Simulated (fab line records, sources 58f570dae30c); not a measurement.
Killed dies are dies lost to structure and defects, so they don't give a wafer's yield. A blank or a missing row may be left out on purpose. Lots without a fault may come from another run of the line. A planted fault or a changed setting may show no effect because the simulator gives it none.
Which tool did it? | flow berkeley_cmos170 | 14 lots, 42 wafers sampled, at 5 steps of a route of 331

WHAT THE GAUGES READ, wafer by wafer
UCB170_WELLDRIVE_THK_MEAS_02. Usual: WELLDRIVE_OXIDE_THK 200 nm, standard deviation 4.2.
lot  | measured    | on            | WELLDRIVE_OXIDE_THK (nm) | flag
L823 | day 3 11:59 | film_metro-01 | 199 197 197              |
L825 | day 3 18:25 | film_metro-03 | 202 201 205              |
L826 | day 3 22:53 | film_metro-03 | 194 195 198              |
L827 | day 4 09:06 | film_metro-03 | 204 205 206              |
L829 | day 4 16:40 | film_metro-02 | 199 194 200              |
L830 | day 4 19:27 | film_metro-03 | 210 212 209              |
L832 | day 5 12:04 | film_metro-03 | 174 174 172 174 174 172  | OFF
L833 | day 5 12:02 | film_metro-01 | 170 170 171 170 171 171  | OFF
L835 | day 5 23:10 | film_metro-03 | 200 198 199              |
L840 | day 7 02:22 | film_metro-01 | 197 195 198              |
L841 | day 7 08:46 | film_metro-02 | 196 197 198              |
L842 | day 7 17:52 | film_metro-01 | 197 203 197              |
L844 | day 8 04:58 | film_metro-01 | 203 203 205              |
L846 | day 8 11:28 | film_metro-02 | 207 204 207              |

UCB170_PFIELD_OVL_MEAS_06. Usual: PFIELD_OVL 3 nm, standard deviation 4.4.
lot  | measured    | on         | PFIELD_OVL (nm) | flag
L823 | day 4 05:32 | overlay-01 | 9 3 6           |
L825 | day 4 09:32 | overlay-01 | 8 10 15         |
L826 | day 4 18:32 | overlay-01 | 1 -2 3          |
L827 | day 5 00:29 | overlay-02 | 1 0 0           |
L829 | day 5 11:59 | overlay-02 | 7 9 4           |
L830 | day 5 12:02 | overlay-01 | -1 1 -2         |
L832 | day 6 09:25 | overlay-01 | -4 4 -3         |
L833 | day 6 09:40 | overlay-01 | 2 10 11         |
L835 | day 6 22:50 | overlay-01 | 0 7 3           |
L840 | day 7 21:07 | overlay-01 | 1 1 2           |
L841 | day 8 04:28 | overlay-02 | 3 8 6           |
L842 | day 8 09:46 | overlay-02 | 5 1 1           |
L844 | day 9 07:26 | overlay-02 | -6 -1 2         |
L846 | day 9 07:50 | overlay-01 | 0 1 2           |

UCB170_PFIELD_TW_MEAS_09. Usual: PFIELD_TW 601, standard deviation 3.7.
lot  | measured    | on            | PFIELD_TW   | flag
L823 | day 4 05:49 | film_metro-02 | 603 602 607 |
L825 | day 4 09:50 | film_metro-03 | 601 596 593 |
L826 | day 4 18:50 | film_metro-02 | 599 604 600 |
L827 | day 5 00:46 | film_metro-03 | 596 600 600 |
L829 | day 5 12:17 | film_metro-03 | 602 601 600 |
L830 | day 5 12:20 | film_metro-04 | 603 604 607 |
L832 | day 6 09:42 | film_metro-04 | 607 607 605 |
L833 | day 6 10:00 | film_metro-02 | 601 602 599 |
L835 | day 6 23:07 | film_metro-02 | 596 602 601 |
L840 | day 7 21:24 | film_metro-02 | 599 599 595 |
L841 | day 8 04:45 | film_metro-04 | 603 605 604 |
L842 | day 8 10:03 | film_metro-02 | 606 602 604 |
L844 | day 9 07:43 | film_metro-03 | 607 603 606 |
L846 | day 9 08:07 | film_metro-02 | 593 600 601 |

WHICH TOOL RAN EACH LOT (tool, then ch and the chambers of the sampled wafers, then the start)
lot  | UCB170_ZERO_STRIP_07                | UCB170_WELLDRIVE_OXIDATION_01
L823 | plasma_asher-04 ch 0,1, day 1 20:19 | furnace-04 ch 0, day 3 08:29
L825 | plasma_asher-03 ch 0,1, day 2 03:50 | furnace-01 ch 0, day 3 14:55
L826 | plasma_asher-04 ch 0,1, day 2 10:35 | furnace-03 ch 0, day 3 19:22
L827 | plasma_asher-04 ch 0,1, day 2 14:28 | furnace-01 ch 0, day 4 05:36
L829 | plasma_asher-02 ch 0,1, day 3 02:04 | furnace-04 ch 0, day 4 13:09
L830 | plasma_asher-03 ch 0,1, day 3 05:59 | furnace-01 ch 0, day 4 15:57
L832 | plasma_asher-02 ch 0,1, day 3 19:19 | furnace-04 ch 0, day 5 08:31
L833 | plasma_asher-04 ch 0,1, day 3 22:32 | furnace-04 ch 0, day 5 08:31
L835 | plasma_asher-02 ch 0,1, day 4 05:36 | furnace-03 ch 0, day 5 19:40
L840 | plasma_asher-03 ch 0,1, day 5 07:21 | furnace-03 ch 0, day 6 22:52
L841 | plasma_asher-04 ch 0,1, day 5 13:50 | furnace-03 ch 0, day 7 05:16
L842 | plasma_asher-04 ch 0,1, day 5 20:02 | furnace-03 ch 0, day 7 14:22
L844 | plasma_asher-04 ch 0,1, day 6 09:50 | furnace-01 ch 0, day 8 01:28
L846 | plasma_asher-02 ch 0,1, day 6 12:57 | furnace-01 ch 0, day 8 07:58
- UCB170_ZERO_STRIP_07: strips in O2.
- UCB170_WELLDRIVE_OXIDATION_01: target thk 199 nm, ox time 9000 s.

WHAT THE TOOLS THEMSELVES READ (means of the sampled wafers that have a number; where no wafer has one, the mark that the record gives instead)
UCB170_ZERO_STRIP_07. Usual: drypump_motor_current_A 5.6 A, standard deviation 0.5; oes_product_au 0.727 a.u., standard deviation 0.0046; strip_time_to_endpoint_s 21.48 s, standard deviation 0.053.
lot  | tool            | drypump_motor_current_A (A) | oes_product_au (a.u.) | strip_time_to_endpoint_s (s) | flag
L823 | plasma_asher-04 | 5.6                         | 0.727                 | 21.47                        |
L825 | plasma_asher-03 | 5.4                         | 0.732                 | 21.52                        |
L826 | plasma_asher-04 | 5.6                         | 0.727                 | 21.49                        |
L827 | plasma_asher-04 | 5.9                         | 0.730                 | 21.47                        |
L829 | plasma_asher-02 | 5.3                         | 0.726                 | 21.58                        |
L830 | plasma_asher-03 | 5.6                         | 0.725                 | 21.52                        |
L832 | plasma_asher-02 | 5.3                         | 0.723                 | 21.50                        |
L833 | plasma_asher-04 | 5.9                         | 0.731                 | 21.45                        |
L835 | plasma_asher-02 | 5.3                         | 0.727                 | 21.43                        |
L840 | plasma_asher-03 | 5.5                         | 0.724                 | 21.45                        |
L841 | plasma_asher-04 | 5.6                         | 0.724                 | 21.51                        |
L842 | plasma_asher-04 | 5.6                         | 0.727                 | 21.45                        |
L844 | plasma_asher-04 | 5.9                         | 0.729                 | 21.45                        |
L846 | plasma_asher-02 | 5.7                         | 0.724                 | 21.55                        |

UCB170_WELLDRIVE_OXIDATION_01. Usual: spike_tc_centre_C 1101.6 C, standard deviation 1.2; spike_tc_load_C 1127.3 C, standard deviation 1.4; spike_tc_source_C 1125.1 C, standard deviation 2; tube_center_temp_C 1100 C, standard deviation 0.098; tube_center_temp_C_max 1102.9, standard deviation 0.49.
lot  | tool       | spike_tc_centre_C (C) | spike_tc_load_C (C) | spike_tc_source_C (C) | tube_center_temp_C (C) | tube_center_temp_C_max | flag
L823 | furnace-04 | 1102.9                | 1126.3              | 1127.7                | 1100                   | 1102.9                 |
L825 | furnace-01 | 1102.3                | 1128.9              | 1124.5                | 1100                   | 1103.0                 |
L826 | furnace-03 | 1102.2                | 1128.2              | 1122.7                | 1100                   | 1102.6                 |
L827 | furnace-01 | 1100.3                | 1126.4              | 1124.5                | 1100                   | 1102.8                 |
L829 | furnace-04 | 1103.2                | 1125.3              | 1128.6                | 1100                   | 1102.8                 |
L830 | furnace-01 | 1101.3                | 1126.3              | 1125.7                | 1100                   | 1103.0                 |
L832 | furnace-04 | 1083.0                | 1105.6              | 1106.8                | 1080                   | 1083.6                 | OFF
L833 | furnace-04 | 1082.6                | 1105.4              | 1108.1                | 1080                   | 1083.0                 | OFF
L835 | furnace-03 | 1102.4                | 1129.0              | 1123.8                | 1100                   | 1103.0                 |
L840 | furnace-03 | 1102.5                | 1128.0              | 1125.0                | 1100                   | 1102.9                 |
L841 | furnace-03 | 1101.0                | 1127.7              | 1123.6                | 1100                   | 1102.7                 |
L842 | furnace-03 | 1102.9                | 1128.4              | 1122.7                | 1100                   | 1102.8                 |
L844 | furnace-01 | 1100.3                | 1126.9              | 1125.2                | 1100                   | 1102.9                 |
L846 | furnace-01 | 1101.2                | 1127.2              | 1123.6                | 1100                   | 1103.0                 |

THE ANSWER, worked out from the rows above alone
Rule: a lot is off if the mean of its wafers that have a number lies more than 3 standard deviations from the usual mean. A lot without any number at a reading at which 4 lots or more have one is off too. The other lots that the step has rows for count as sound. The gauges are gone through in route order, then the tools' own readings, and for those a lot's mean is taken as printed above. The first step at which some lot is off is used, and at that step the reading that is off furthest; a lot without a number counts as furthest.
Off: L832, L833, at UCB170_WELLDRIVE_THK_MEAS_02 (WELLDRIVE_OXIDE_THK).
A tool fits if, at a process step before that reading, it ran every lot that is off, and no sound lot after the first of them. The gauges at UCB170_WELLDRIVE_THK_MEAS_02 aren't tried: what is off there is off at UCB170_WELLDRIVE_OXIDATION_01 too, on other tools, and a gauge's error can't cause that. One fits: furnace-04 at UCB170_WELLDRIVE_OXIDATION_01. Its last sound lot is L829 (day 4 13:09), its first lot that is off L832 (day 5 08:31): a fault that began between those two fits.
The tool's own readings at UCB170_WELLDRIVE_OXIDATION_01 bear it out: on the lots that are off they differ by more than 5 times the standard deviation of the sound lots' means. spike_tc_centre_C reads 1082.8 C there against 1101.9 C on the sound lots; spike_tc_load_C reads 1105.5 C there against 1127.4 C on the sound lots; spike_tc_source_C reads 1107.4 C there against 1124.8 C on the sound lots; tube_center_temp_C reads 1080 C there against 1100 C on the sound lots; tube_center_temp_C_max reads 1083.3 there against 1102.9 on the sound lots.

WHAT THE SIMULATOR HAD PUT IN
Process parameter drift: furnace-04, from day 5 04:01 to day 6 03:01, at UCB170_WELLDRIVE_OXIDATION_01. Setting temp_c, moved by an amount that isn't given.
Lots struck among those shown: L833, L832. The rule above found the same.
